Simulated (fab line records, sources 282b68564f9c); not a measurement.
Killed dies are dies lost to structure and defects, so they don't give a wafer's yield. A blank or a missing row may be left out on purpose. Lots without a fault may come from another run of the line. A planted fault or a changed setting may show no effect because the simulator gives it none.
A struck lot beside a sound one | flow rit_cmos | 15 steps out of a route of 202
Sound: wafers L876.3, L876.4, L876.6. Struck: wafers L890.1, L890.5, L890.6. The cause comes at the end.
At each step with rows: each side's tool, then ch and its chambers, then its first start. Under that, the readings that differ: sound wafers | struck wafers | difference of the means | sigmas: that difference in standard deviations of wafers without a fault.
alike: readings whose means differ by less than 2 such deviations, and words and numbers that are the same on both sides. not compared: withheld readings, readings that some wafer has no value for, bounds like >300 that may hide the same value, and numbers for which the record gives no deviation and whose values overlap.
The two part at a step that has a row with sigmas, a row that says differs or no value, or rows on one side only. Numbers that don't overlap but have no deviation are shown without sigmas and don't part them. A reading that every wafer of one side lacks parts them only if that side has two wafers or more.

RIT_GATE_THK_MEAS_07:
  sound on film_metro-03, day 2 21:23; struck on film_metro-04, day 5 17:51
  alike: GATE_OXIDE_THK
then, 1 step without rows for these wafers: RIT_GATE_CVD_08 (deposits poly-Si from SiH4, target thk 250 nm, time 2220 s).
RIT_GATE_THK_MEAS_09:
  sound on film_metro-03, day 2 23:04; struck on film_metro-03, day 5 19:32
  alike: GATE_POLY_THK
then, 6 steps without rows for these wafers: RIT_GATE_HMDS_10 (prime time 60 s); RIT_GATE_COAT_11 (resist thk 850 nm); RIT_GATE_SOFTBAKE_12 (time 60 s); RIT_GATE_EXPOSE_13 (exposes mask M6, target cd 150 nm); RIT_GATE_PEB_14; RIT_GATE_DEVELOP_15 (develop time 50 s).
RIT_GATE_CD_MEAS_16: target cd 150 nm.
  sound on cd_sem-01, day 3 00:08; struck on cd_sem-01, day 5 20:34
  reading    | sound             | struck            | difference | sigmas
  cd_nm (nm) | 154.6 154.6 153.2 | 149.5 148.8 148.9 | -5.1       | -2
RIT_GATE_OVL_MEAS_17:
  sound on overlay-01, day 3 00:13; struck on overlay-02, day 5 20:41
  reading       | sound        | struck      | difference | sigmas
  GATE_OVL (nm) | -0.7 0.3 0.1 | 2.5 2.7 3.1 | +2.9       | +2
then, 1 step without rows for these wafers: RIT_GATE_HARDBAKE_18 (time 60 s).
RIT_GATE_ETCH_19: etches poly-Si in SF6/CHF3/O2, stops on SiO2, time 165 s, target depth 312.5 nm.
  sound on rie_si-01 ch 0,1,2, day 3 00:23; struck on rie_si-01 ch 0,1,3, day 5 20:52
  reading                                   | sound             | struck            | difference | sigmas
  oes_product_au (a.u.)                     | 0.851 0.857 0.831 | 0.773 0.798 0.783 | -0.062     | -6
  run_length_s (s)                          | 193.2 193.0 193.0 | 211.1 210.8 211.3 | +18.0      | +47
  model.NOVOLAK_of_GATE_COAT_11.thk_nm (nm) | 667.9 665.7 668.3 | 664.5 656 662.1   | -6.4       |
  alike: drypump_motor_current_A, he_backside_leak_sccm, throttle_valve_pct
  not compared: rf_hours_counter_h
RIT_GATE_STRIP_20: strips in O2, time 180 s.
  sound on plasma_asher-04 ch 0,1, day 3 00:34; struck on plasma_asher-04 ch 0,1, day 5 20:59
  alike: drypump_motor_current_A
  not compared: rf_hours_counter_h
RIT_M1_PROBE_99:
  the record has rows for the struck wafers here (prober-02, day 6 19:19) and none for the sound ones

WHERE THEY PART
First at RIT_GATE_CD_MEAS_16; last, within this record, at RIT_M1_PROBE_99.

WHY: what the simulator had put in
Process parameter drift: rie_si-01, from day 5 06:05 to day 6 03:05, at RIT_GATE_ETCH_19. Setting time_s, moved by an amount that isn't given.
